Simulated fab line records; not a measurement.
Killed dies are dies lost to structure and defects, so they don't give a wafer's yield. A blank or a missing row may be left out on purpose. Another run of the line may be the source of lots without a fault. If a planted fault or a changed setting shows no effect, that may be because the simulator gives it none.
fab line records || flow rit-cmos
[record] {"lots": 13, "wafers": 39, "last-day": 8}
route steps=202 shown SILICIDE@167 M1@202
lots that met no fault: from a run of the same line without faults
start-h: the number of hours between the record's first day and the start of the first shown wafer of the lot || wait-h: how many hours have passed since the lot's step before this one || " the same as in the row above || L1.1+2: a single row standing in for several wafers || - no value present, or no start provided || * or withheld: withheld || < > ~ a bound
route shown NAME@n: names a module that has steps shown in the file, with the first one's number in the route || usual: mean/standard deviation of fault-free wafers || same: alike in all rows || chamber/n: place in a boat || sites: each site's reading || _std_site: how widely they spread, as a standard deviation || _edge_site: inner sites' mean taken away from outer sites' mean || radius-mm: how far each site lies from the wafer's centre || mask NAME#n: copy n || behind: the most recent tool/chamber to have shaped the wafer || hold: what put the lot on hold/how long, in hours/how the hold closed || device: which transistor (n, p or np) failed to switch || end of line: the tests these same wafers got at the end of their route || for a step that has no rows: nothing shown but its recipe || killed: count of dies lost to structure and defects at first sort (not the wafer's yield) || map: shows each die of a wafer: x if killed, . if not, _ if none is there
set.NAME: the setting that was run; set.NAME@STEP: the one run at that earlier step || model.NAME: the simulator's own value behind a step, which no gauge read
steps of the route over a sample of lots; a table a step, a row a wafer
[[steps]]
[step RIT_SILICIDE_RTA_06]
[recipe] {"temp-c": 750, "time-s": 10, "idle-temp-c": 25, "ramp-up-s": 5, "ramp-down-s": 10, "cool-to-c": 25, "ambient": "N2"}
[usual] {"wafer_temp_C_max": "753.0/0.64"}
{"lot.wafer": "L574.1", "tool": "rtp-anneal-02", "chamber": 0, "start-h": 61.24, "wait-h": 0.0, "wafer_temp_C_max": 752.3}
{"lot.wafer": "L574.2", "tool": "rtp-anneal-02", "chamber": 0, "start-h": 61.24, "wait-h": 0.0, "wafer_temp_C_max": 753.1}
{"lot.wafer": "L574.6", "tool": "rtp-anneal-02", "chamber": 0, "start-h": 61.24, "wait-h": 0.0, "wafer_temp_C_max": 753.9}
{"lot.wafer": "L575.2", "tool": "rtp-anneal-01", "chamber": 0, "start-h": 63.57, "wait-h": 0.0, "wafer_temp_C_max": 752.0}
{"lot.wafer": "L575.4", "tool": "rtp-anneal-01", "chamber": 0, "start-h": 63.57, "wait-h": 0.0, "wafer_temp_C_max": 752.8}
{"lot.wafer": "L575.6", "tool": "rtp-anneal-01", "chamber": 0, "start-h": 63.57, "wait-h": 0.0, "wafer_temp_C_max": 753.2}
{"lot.wafer": "L579.2", "tool": "rtp-anneal-01", "chamber": 0, "start-h": 83.76, "wait-h": 0.0, "wafer_temp_C_max": 753.0}
{"lot.wafer": "L579.3", "tool": "rtp-anneal-01", "chamber": 0, "start-h": 83.76, "wait-h": 0.0, "wafer_temp_C_max": 752.5}
{"lot.wafer": "L579.6", "tool": "rtp-anneal-01", "chamber": 0, "start-h": 83.76, "wait-h": 0.0, "wafer_temp_C_max": 753.4}
{"lot.wafer": "L578.1", "tool": "rtp-anneal-02", "chamber": 0, "start-h": 83.81, "wait-h": 0.0, "wafer_temp_C_max": 752.4}
{"lot.wafer": "L578.2", "tool": "rtp-anneal-02", "chamber": 0, "start-h": 83.81, "wait-h": 0.0, "wafer_temp_C_max": 753.2}
{"lot.wafer": "L578.6", "tool": "rtp-anneal-02", "chamber": 0, "start-h": 83.81, "wait-h": 0.0, "wafer_temp_C_max": 753.6}
{"lot.wafer": "L582.2", "tool": "rtp-anneal-02", "chamber": 0, "start-h": 93.51, "wait-h": 0.0, "wafer_temp_C_max": 693.1}
{"lot.wafer": "L582.3", "tool": "rtp-anneal-02", "chamber": 0, "start-h": 93.51, "wait-h": 0.0, "wafer_temp_C_max": 692.7}
{"lot.wafer": "L582.4", "tool": "rtp-anneal-02", "chamber": 0, "start-h": 93.51, "wait-h": 0.0, "wafer_temp_C_max": 692.5}
{"lot.wafer": "L584.1", "tool": "rtp-anneal-02", "chamber": 0, "start-h": 102.26, "wait-h": 0.0, "wafer_temp_C_max": 692.1}
{"lot.wafer": "L584.2", "tool": "rtp-anneal-02", "chamber": 0, "start-h": 102.26, "wait-h": 0.0, "wafer_temp_C_max": 694.4}
{"lot.wafer": "L584.6", "tool": "rtp-anneal-02", "chamber": 0, "start-h": 102.26, "wait-h": 0.0, "wafer_temp_C_max": 692.5}
{"lot.wafer": "L587.4", "tool": "rtp-anneal-01", "chamber": 0, "start-h": 120.81, "wait-h": 0.0, "wafer_temp_C_max": 752.2}
{"lot.wafer": "L587.5", "tool": "rtp-anneal-01", "chamber": 0, "start-h": 120.81, "wait-h": 0.0, "wafer_temp_C_max": 753.8}
{"lot.wafer": "L587.6", "tool": "rtp-anneal-01", "chamber": 0, "start-h": 120.81, "wait-h": 0.0, "wafer_temp_C_max": 753.4}
{"lot.wafer": "L589.1", "tool": "rtp-anneal-01", "chamber": 0, "start-h": 129.34, "wait-h": 0.0, "wafer_temp_C_max": 751.4}
{"lot.wafer": "L589.2", "tool": "rtp-anneal-01", "chamber": 0, "start-h": 129.34, "wait-h": 0.0, "wafer_temp_C_max": 753.6}
{"lot.wafer": "L589.3", "tool": "rtp-anneal-01", "chamber": 0, "start-h": 129.34, "wait-h": 0.0, "wafer_temp_C_max": 752.2}
{"lot.wafer": "L591.2", "tool": "rtp-anneal-01", "chamber": 0, "start-h": 142.69, "wait-h": 0.0, "wafer_temp_C_max": 751.9}
{"lot.wafer": "L591.5", "tool": "rtp-anneal-01", "chamber": 0, "start-h": 142.69, "wait-h": 0.0, "wafer_temp_C_max": 753.3}
{"lot.wafer": "L591.6", "tool": "rtp-anneal-01", "chamber": 0, "start-h": 142.69, "wait-h": 0.0, "wafer_temp_C_max": 752.9}
{"lot.wafer": "L593.1", "tool": "rtp-anneal-01", "chamber": 0, "start-h": 157.03, "wait-h": 0.0, "wafer_temp_C_max": 752.6}
{"lot.wafer": "L593.5", "tool": "rtp-anneal-01", "chamber": 0, "start-h": 157.03, "wait-h": 0.0, "wafer_temp_C_max": 753.1}
{"lot.wafer": "L593.6", "tool": "rtp-anneal-01", "chamber": 0, "start-h": 157.03, "wait-h": 0.0, "wafer_temp_C_max": 753.0}
{"lot.wafer": "L595.1", "tool": "rtp-anneal-01", "chamber": 0, "start-h": 167.47, "wait-h": 0.0, "wafer_temp_C_max": 752.7}
{"lot.wafer": "L595.5", "tool": "rtp-anneal-01", "chamber": 0, "start-h": 167.47, "wait-h": 0.0, "wafer_temp_C_max": 752.5}
{"lot.wafer": "L595.6", "tool": "rtp-anneal-01", "chamber": 0, "start-h": 167.47, "wait-h": 0.0, "wafer_temp_C_max": 752.7}
{"lot.wafer": "L596.4", "tool": "rtp-anneal-02", "chamber": 0, "start-h": 176.59, "wait-h": 0.0, "wafer_temp_C_max": 753.0}
{"lot.wafer": "L596.5", "tool": "rtp-anneal-02", "chamber": 0, "start-h": 176.59, "wait-h": 0.0, "wafer_temp_C_max": 753.3}
{"lot.wafer": "L596.6", "tool": "rtp-anneal-02", "chamber": 0, "start-h": 176.59, "wait-h": 0.0, "wafer_temp_C_max": 751.9}
{"lot.wafer": "L597.1", "tool": "rtp-anneal-01", "chamber": 0, "start-h": 178.47, "wait-h": 0.0, "wafer_temp_C_max": 753.1}
{"lot.wafer": "L597.4", "tool": "rtp-anneal-01", "chamber": 0, "start-h": 178.47, "wait-h": 0.0, "wafer_temp_C_max": 752.8}
{"lot.wafer": "L597.6", "tool": "rtp-anneal-01", "chamber": 0, "start-h": 178.47, "wait-h": 0.0, "wafer_temp_C_max": 753.5}
[step RIT_M1_PROBE_99]
[usual] {"killed_at_M0_to_M3": "0.0/0.12", "killed-at-contacts": "0.0/0.2", "killed-at-front-end": "7/3", "killed-dies": "7/3", "killed-on-rim": "2.1/1.6", "killed-open": "3.4/1.8", "killed-short": "3.8/2.1"}
[same] {"gross-dies": 264, "killed_at_M4_up": 0, "killed-at-back-side": 0, "killed-at-other": 0}
{"lot.wafer": "L574.1", "tool": "prober-01", "chamber": "-", "start-h": 67.82, "wait-h": 0.1, "killed_at_M0_to_M3": 0, "killed-at-contacts": 0, "killed-at-front-end": 8, "killed-dies": 8, "killed-on-rim": 2, "killed-open": 6, "killed-short": 2}
{"lot.wafer": "L574.2", "tool": "prober-01", "chamber": "-", "start-h": 67.87, "wait-h": 0.1, "killed_at_M0_to_M3": 0, "killed-at-contacts": 1, "killed-at-front-end": 10, "killed-dies": 11, "killed-on-rim": 1, "killed-open": 7, "killed-short": 4}
{"lot.wafer": "L574.6", "tool": "prober-01", "chamber": "-", "start-h": 68.07, "wait-h": 0.2, "killed_at_M0_to_M3": 0, "killed-at-contacts": 0, "killed-at-front-end": 10, "killed-dies": 10, "killed-on-rim": 6, "killed-open": 6, "killed-short": 4}
{"lot.wafer": "L575.2", "tool": "prober-02", "chamber": "-", "start-h": 70.21, "wait-h": 0.1, "killed_at_M0_to_M3": 0, "killed-at-contacts": 0, "killed-at-front-end": 14, "killed-dies": 14, "killed-on-rim": 3, "killed-open": 7, "killed-short": 7}
{"lot.wafer": "L575.4", "tool": "prober-02", "chamber": "-", "start-h": 70.31, "wait-h": 0.2, "killed_at_M0_to_M3": 0, "killed-at-contacts": 0, "killed-at-front-end": 8, "killed-dies": 8, "killed-on-rim": 4, "killed-open": 3, "killed-short": 5}
{"lot.wafer": "L575.6", "tool": "prober-02", "chamber": "-", "start-h": 70.41, "wait-h": 0.2, "killed_at_M0_to_M3": 0, "killed-at-contacts": 0, "killed-at-front-end": 6, "killed-dies": 6, "killed-on-rim": 3, "killed-open": 2, "killed-short": 4}
{"lot.wafer": "L578.1", "tool": "prober-01", "chamber": "-", "start-h": 92.13, "wait-h": 0.1, "killed_at_M0_to_M3": 0, "killed-at-contacts": 0, "killed-at-front-end": 6, "killed-dies": 6, "killed-on-rim": 1, "killed-open": 5, "killed-short": 1}
{"lot.wafer": "L578.2", "tool": "prober-01", "chamber": "-", "start-h": 92.18, "wait-h": 0.1, "killed_at_M0_to_M3": 0, "killed-at-contacts": 0, "killed-at-front-end": 7, "killed-dies": 7, "killed-on-rim": 1, "killed-open": 3, "killed-short": 4}
{"lot.wafer": "L578.6", "tool": "prober-01", "chamber": "-", "start-h": 92.38, "wait-h": 0.2, "killed_at_M0_to_M3": 0, "killed-at-contacts": 0, "killed-at-front-end": 4, "killed-dies": 4, "killed-on-rim": 2, "killed-open": 3, "killed-short": 1}
{"lot.wafer": "L579.2", "tool": "prober-02", "chamber": "-", "start-h": 92.18, "wait-h": 0.1, "killed_at_M0_to_M3": 0, "killed-at-contacts": 0, "killed-at-front-end": 5, "killed-dies": 5, "killed-on-rim": 1, "killed-open": 3, "killed-short": 2}
{"lot.wafer": "L579.3", "tool": "prober-02", "chamber": "-", "start-h": 92.23, "wait-h": 0.2, "killed_at_M0_to_M3": 0, "killed-at-contacts": 0, "killed-at-front-end": 7, "killed-dies": 7, "killed-on-rim": 4, "killed-open": 4, "killed-short": 3}
{"lot.wafer": "L579.6", "tool": "prober-02", "chamber": "-", "start-h": 92.38, "wait-h": 0.2, "killed_at_M0_to_M3": 0, "killed-at-contacts": 0, "killed-at-front-end": 2, "killed-dies": 2, "killed-on-rim": 0, "killed-open": 2, "killed-short": 0}
{"lot.wafer": "L582.2", "tool": "prober-02", "chamber": "-", "start-h": 100.10, "wait-h": 0.1, "killed_at_M0_to_M3": 0, "killed-at-contacts": 0, "killed-at-front-end": 3, "killed-dies": 3, "killed-on-rim": 1, "killed-open": 1, "killed-short": 2}
{"lot.wafer": "L582.3", "tool": "prober-02", "chamber": "-", "start-h": 100.15, "wait-h": 0.2, "killed_at_M0_to_M3": 0, "killed-at-contacts": 0, "killed-at-front-end": 3, "killed-dies": 3, "killed-on-rim": 0, "killed-open": 2, "killed-short": 1}
{"lot.wafer": "L582.4", "tool": "prober-02", "chamber": "-", "start-h": 100.20, "wait-h": 0.2, "killed_at_M0_to_M3": 0, "killed-at-contacts": 0, "killed-at-front-end": 2, "killed-dies": 2, "killed-on-rim": 0, "killed-open": 1, "killed-short": 1}
{"lot.wafer": "L584.1", "tool": "prober-02", "chamber": "-", "start-h": 108.77, "wait-h": 0.1, "killed_at_M0_to_M3": 0, "killed-at-contacts": 0, "killed-at-front-end": 8, "killed-dies": 8, "killed-on-rim": 0, "killed-open": 2, "killed-short": 6}
{"lot.wafer": "L584.2", "tool": "prober-02", "chamber": "-", "start-h": 108.82, "wait-h": 0.1, "killed_at_M0_to_M3": 0, "killed-at-contacts": 0, "killed-at-front-end": 7, "killed-dies": 7, "killed-on-rim": 3, "killed-open": 2, "killed-short": 5}
{"lot.wafer": "L584.6", "tool": "prober-02", "chamber": "-", "start-h": 109.02, "wait-h": 0.2, "killed_at_M0_to_M3": 0, "killed-at-contacts": 0, "killed-at-front-end": 8, "killed-dies": 8, "killed-on-rim": 2, "killed-open": 5, "killed-short": 3}
{"lot.wafer": "L587.4", "tool": "prober-01", "chamber": "-", "start-h": 127.36, "wait-h": 0.2, "killed_at_M0_to_M3": 0, "killed-at-contacts": 0, "killed-at-front-end": 3, "killed-dies": 3, "killed-on-rim": 0, "killed-open": 2, "killed-short": 1}
{"lot.wafer": "L587.5", "tool": "prober-01", "chamber": "-", "start-h": 127.41, "wait-h": 0.2, "killed_at_M0_to_M3": 0, "killed-at-contacts": 0, "killed-at-front-end": 3, "killed-dies": 3, "killed-on-rim": 1, "killed-open": 3, "killed-short": 0}
{"lot.wafer": "L587.6", "tool": "prober-01", "chamber": "-", "start-h": 127.46, "wait-h": 0.2, "killed_at_M0_to_M3": 0, "killed-at-contacts": 1, "killed-at-front-end": 6, "killed-dies": 7, "killed-on-rim": 4, "killed-open": 5, "killed-short": 2}
{"lot.wafer": "L589.1", "tool": "prober-01", "chamber": "-", "start-h": 135.64, "wait-h": 0.1, "killed_at_M0_to_M3": 0, "killed-at-contacts": 0, "killed-at-front-end": 8, "killed-dies": 8, "killed-on-rim": 3, "killed-open": 1, "killed-short": 7}
{"lot.wafer": "L589.2", "tool": "prober-01", "chamber": "-", "start-h": 135.69, "wait-h": 0.1, "killed_at_M0_to_M3": 0, "killed-at-contacts": 0, "killed-at-front-end": 4, "killed-dies": 4, "killed-on-rim": 1, "killed-open": 1, "killed-short": 3}
{"lot.wafer": "L589.3", "tool": "prober-01", "chamber": "-", "start-h": 135.74, "wait-h": 0.2, "killed_at_M0_to_M3": 0, "killed-at-contacts": 0, "killed-at-front-end": 7, "killed-dies": 7, "killed-on-rim": 3, "killed-open": 4, "killed-short": 3}
{"lot.wafer": "L591.2", "tool": "prober-01", "chamber": "-", "start-h": 149.16, "wait-h": 0.1, "killed_at_M0_to_M3": 0, "killed-at-contacts": 0, "killed-at-front-end": 9, "killed-dies": 9, "killed-on-rim": 1, "killed-open": 5, "killed-short": 3}
{"lot.wafer": "L591.5", "tool": "prober-01", "chamber": "-", "start-h": 149.31, "wait-h": 0.2, "killed_at_M0_to_M3": 0, "killed-at-contacts": 0, "killed-at-front-end": 11, "killed-dies": 11, "killed-on-rim": 3, "killed-open": 4, "killed-short": 7}
{"lot.wafer": "L591.6", "tool": "prober-01", "chamber": "-", "start-h": 149.36, "wait-h": 0.2, "killed_at_M0_to_M3": 0, "killed-at-contacts": 0, "killed-at-front-end": 14, "killed-dies": 14, "killed-on-rim": 8, "killed-open": 7, "killed-short": 7}
{"lot.wafer": "L593.1", "tool": "prober-01", "chamber": "-", "start-h": 163.73, "wait-h": 0.1, "killed_at_M0_to_M3": 0, "killed-at-contacts": 0, "killed-at-front-end": 11, "killed-dies": 11, "killed-on-rim": 3, "killed-open": 5, "killed-short": 6}
{"lot.wafer": "L593.5", "tool": "prober-01", "chamber": "-", "start-h": 163.93, "wait-h": 0.2, "killed_at_M0_to_M3": 0, "killed-at-contacts": 0, "killed-at-front-end": 5, "killed-dies": 5, "killed-on-rim": 2, "killed-open": 0, "killed-short": 5}
{"lot.wafer": "L593.6", "tool": "prober-01", "chamber": "-", "start-h": 163.98, "wait-h": 0.2, "killed_at_M0_to_M3": 0, "killed-at-contacts": 0, "killed-at-front-end": 7, "killed-dies": 7, "killed-on-rim": 2, "killed-open": 1, "killed-short": 6}
{"lot.wafer": "L595.1", "tool": "prober-01", "chamber": "-", "start-h": 173.96, "wait-h": 0.1, "killed_at_M0_to_M3": 1, "killed-at-contacts": 0, "killed-at-front-end": 7, "killed-dies": 8, "killed-on-rim": 1, "killed-open": 2, "killed-short": 6}
{"lot.wafer": "L595.5", "tool": "prober-01", "chamber": "-", "start-h": 174.16, "wait-h": 0.2, "killed_at_M0_to_M3": 0, "killed-at-contacts": 0, "killed-at-front-end": 11, "killed-dies": 11, "killed-on-rim": 2, "killed-open": 6, "killed-short": 5}
{"lot.wafer": "L595.6", "tool": "prober-01", "chamber": "-", "start-h": 174.21, "wait-h": 0.2, "killed_at_M0_to_M3": 0, "killed-at-contacts": 0, "killed-at-front-end": 7, "killed-dies": 7, "killed-on-rim": 1, "killed-open": 3, "killed-short": 4}
{"lot.wafer": "L596.4", "tool": "prober-02", "chamber": "-", "start-h": 183.36, "wait-h": 0.2, "killed_at_M0_to_M3": 0, "killed-at-contacts": 0, "killed-at-front-end": 7, "killed-dies": 7, "killed-on-rim": 2, "killed-open": 3, "killed-short": 4}
{"lot.wafer": "L596.5", "tool": "prober-02", "chamber": "-", "start-h": 183.41, "wait-h": 0.2, "killed_at_M0_to_M3": 0, "killed-at-contacts": 0, "killed-at-front-end": 2, "killed-dies": 2, "killed-on-rim": 1, "killed-open": 2, "killed-short": 0}
{"lot.wafer": "L596.6", "tool": "prober-02", "chamber": "-", "start-h": 183.46, "wait-h": 0.2, "killed_at_M0_to_M3": 0, "killed-at-contacts": 0, "killed-at-front-end": 5, "killed-dies": 5, "killed-on-rim": 2, "killed-open": 2, "killed-short": 3}
{"lot.wafer": "L597.1", "tool": "prober-01", "chamber": "-", "start-h": 184.78, "wait-h": 0.1, "killed_at_M0_to_M3": 0, "killed-at-contacts": 0, "killed-at-front-end": 8, "killed-dies": 8, "killed-on-rim": 5, "killed-open": 3, "killed-short": 5}
{"lot.wafer": "L597.4", "tool": "prober-01", "chamber": "-", "start-h": 184.93, "wait-h": 0.2, "killed_at_M0_to_M3": 0, "killed-at-contacts": 1, "killed-at-front-end": 7, "killed-dies": 8, "killed-on-rim": 3, "killed-open": 5, "killed-short": 3}
{"lot.wafer": "L597.6", "tool": "prober-01", "chamber": "-", "start-h": 185.03, "wait-h": 0.2, "killed_at_M0_to_M3": 0, "killed-at-contacts": 0, "killed-at-front-end": 17, "killed-dies": 17, "killed-on-rim": 3, "killed-open": 4, "killed-short": 13}
// killed by level:class
L574.1 GATE:geometric-particle:open=3 GATE:geometric-particle:short=2 REOX:geometric-particle:open=2 FOX1:geometric-particle:open=1
L574.2 GATE:geometric-particle:open=4 SILICIDE:geometric-particle:open=3 GATE:geometric-particle:short=2 REOX:geometric-particle:short=1 CONTACT:geometric-particle:short=1
L574.6 GATE:geometric-particle:open=2 GATE:geometric-particle:short=2 REOX:geometric-particle:open=2 REOX:geometric-particle:short=2 FOX1:geometric-particle:open=1 SILICIDE:geometric-particle:open=1
L575.2 GATE:geometric-particle:open=4 GATE:geometric-particle:short=4 SILICIDE:geometric-particle:short=2 FOX1:geometric-particle:open=1 REOX:geometric-particle:open=1 SPACER:geometric-particle:short=1 SPACER:geometric-particle:open=1
L575.4 GATE:geometric-particle:short=2 SPACER:geometric-particle:open=2 SPACER:geometric-particle:short=2 SILICIDE:geometric-particle:short=1 SILICIDE:geometric-particle:open=1
L575.6 REOX:geometric-particle:short=2 FOX1:geometric-particle:open=1 GATE:geometric-particle:short=1 REOX:geometric-particle:open=1 SPACER:geometric-particle:short=1
L578.1 GATE:geometric-particle:open=5 SPACER:geometric-particle:short=1
L578.2 GATE:geometric-particle:short=3 SILICIDE:geometric-particle:open=2 FOX1:geometric-particle:short=1 REOX:geometric-particle:open=1
L579.2 GATE:geometric-particle:short=2 FOX1:geometric-particle:open=1 GATE:geometric-particle:open=1 SPACER:geometric-particle:open=1
L579.3 SPACER:geometric-particle:short=2 SPACER:geometric-particle:open=2 FOX1:geometric-particle:open=1 FOX2:geometric-particle:open=1 REOX:geometric-particle:short=1
L578.6 SPACER:geometric-particle:open=2 FOX1:geometric-particle:short=1 GATE:geometric-particle:open=1
L579.6 FOX1:geometric-particle:open=1 SILICIDE:geometric-particle:open=1
L582.2 REOX:geometric-particle:short=2 SILICIDE:geometric-particle:open=1
L582.3 GATE:geometric-particle:open=1 GATE:geometric-particle:short=1 REOX:geometric-particle:open=1
L582.4 GATE:geometric-particle:open=1 SPACER:geometric-particle:short=1
L584.1 GATE:geometric-particle:short=3 FOX1:geometric-particle:open=2 FOX1:geometric-particle:short=2 SILICIDE:geometric-particle:short=1
L584.2 GATE:geometric-particle:short=3 GATE:geometric-particle:open=2 FOX1:geometric-particle:short=1 SILICIDE:geometric-particle:short=1
L584.6 GATE:geometric-particle:short=3 REOX:geometric-particle:open=3 FOX1:geometric-particle:open=1 GATE:geometric-particle:open=1
L587.4 GATE:geometric-particle:open=1 SPACER:geometric-particle:short=1 SPACER:geometric-particle:open=1
L587.5 SPACER:geometric-particle:open=2 GATE:geometric-particle:open=1
L587.6 GATE:geometric-particle:open=2 GATE:geometric-particle:short=2 FOX1:geometric-particle:open=1 SPACER:geometric-particle:open=1 CONTACT:geometric-particle:open=1
L589.1 REOX:geometric-particle:short=3 SILICIDE:geometric-particle:short=2 GATE:geometric-particle:short=1 GATE:geometric-particle:open=1 SPACER:geometric-particle:short=1
L589.2 FOX1:geometric-particle:short=1 GATE:geometric-particle:short=1 SILICIDE:geometric-particle:short=1 SILICIDE:geometric-particle:open=1
L589.3 GATE:geometric-particle:short=2 FOX1:geometric-particle:open=1 FOX2:geometric-particle:open=1 FOX2:geometric-particle:short=1 GATE:geometric-particle:open=1 SPACER:geometric-particle:open=1
L591.2 GATE:geometric-particle:open=3 GATE:geometric-particle:short=2 FOX2:geometric-particle:short=1 REOX:geometric-particle:open=1 SILICIDE:geometric-particle:open=1 PSD:coat-microbubble-printed=1
L591.5 GATE:geometric-particle:short=3 GATE:geometric-particle:open=2 REOX:geometric-particle:short=2 FOX1:geometric-particle:open=1 SPACER:geometric-particle:open=1 SPACER:geometric-particle:short=1 SILICIDE:geometric-particle:short=1
L591.6 GATE:geometric-particle:open=3 FOX1:geometric-particle:short=2 FOX2:geometric-particle:short=2 GATE:geometric-particle:short=2 REOX:geometric-particle:open=2 FOX1:geometric-particle:open=1 FOX2:geometric-particle:open=1 REOX:geometric-particle:short=1
L593.1 FOX1:geometric-particle:short=2 GATE:geometric-particle:short=2 SPACER:geometric-particle:open=2 SILICIDE:geometric-particle:open=2 REOX:geometric-particle:open=1 SPACER:geometric-particle:short=1 SILICIDE:geometric-particle:short=1
L593.5 GATE:geometric-particle:short=4 FOX2:geometric-particle:short=1
L593.6 FOX1:geometric-particle:short=2 GATE:geometric-particle:short=2 FOX2:geometric-particle:open=1 FOX2:geometric-particle:short=1 REOX:geometric-particle:short=1
L595.1 GATE:geometric-particle:short=4 GATE:geometric-particle:open=2 FOX1:geometric-particle:short=1 M1:geometric-particle:short=1
L595.5 GATE:geometric-particle:short=4 SILICIDE:geometric-particle:open=2 GATE:geometric-particle:open=2 REOX:geometric-particle:open=1 SPACER:geometric-particle:short=1 SPACER:geometric-particle:open=1
L595.6 GATE:geometric-particle:short=4 REOX:geometric-particle:open=2 GATE:geometric-particle:open=1
L596.4 FOX1:geometric-particle:open=1 FOX1:geometric-particle:short=1 FOX2:geometric-particle:short=1 FOX2:geometric-particle:open=1 SPACER:geometric-particle:short=1 SILICIDE:geometric-particle:short=1 SILICIDE:geometric-particle:open=1
L596.5 SILICIDE:geometric-particle:open=2
L596.6 FOX1:geometric-particle:short=1 FOX2:geometric-particle:open=1 GATE:geometric-particle:short=1 SPACER:geometric-particle:open=1 SILICIDE:geometric-particle:short=1
L597.1 SPACER:geometric-particle:short=2 FOX2:geometric-particle:open=1 FOX2:geometric-particle:short=1 GATE:geometric-particle:open=1 GATE:geometric-particle:short=1 REOX:geometric-particle:short=1 SILICIDE:geometric-particle:open=1
L597.4 REOX:geometric-particle:open=2 SPACER:geometric-particle:open=2 REOX:geometric-particle:short=1 SPACER:geometric-particle:short=1 SILICIDE:geometric-particle:short=1 CONTACT:geometric-particle:open=1
L597.6 GATE:geometric-particle:short=4 FOX1:geometric-particle:short=3 SPACER:geometric-particle:short=3 FOX2:geometric-particle:short=2 FOX1:geometric-particle:open=1 GATE:geometric-particle:open=1 REOX:geometric-particle:open=1 SPACER:geometric-particle:open=1
[[key]]
[first-sign] {"step": "RIT_SILICIDE_RTA_06", "reading": "wafer_temp_C_max", "direction": "down", "sigmas": 95, "usual": "*", "struck": "*"}
effect none on later readings
met-at RIT_SILICIDE_RTA_06
struck-lots L582,L584
tester-left-out L582,L584
onset-between 83.81 93.51
[fault] {"kind": "process-parameter-drift", "tool": "rtp-anneal-02", "chamber": "-", "onset-h": 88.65, "steps": "RIT_SILICIDE_RTA_06", "channel": "temp-c", "offset": "*", "shape": "step", "end-h": 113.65, "acts-in": "*", "stated": "*"}
// tester-left-out: of these lots the tester's yield and bins aren't shown, on N5 and GAA mostly nor the transistor test; their killed dies are dies lost to structure and defects alone, not to doping, threshold or leakage, so they don't give the yield
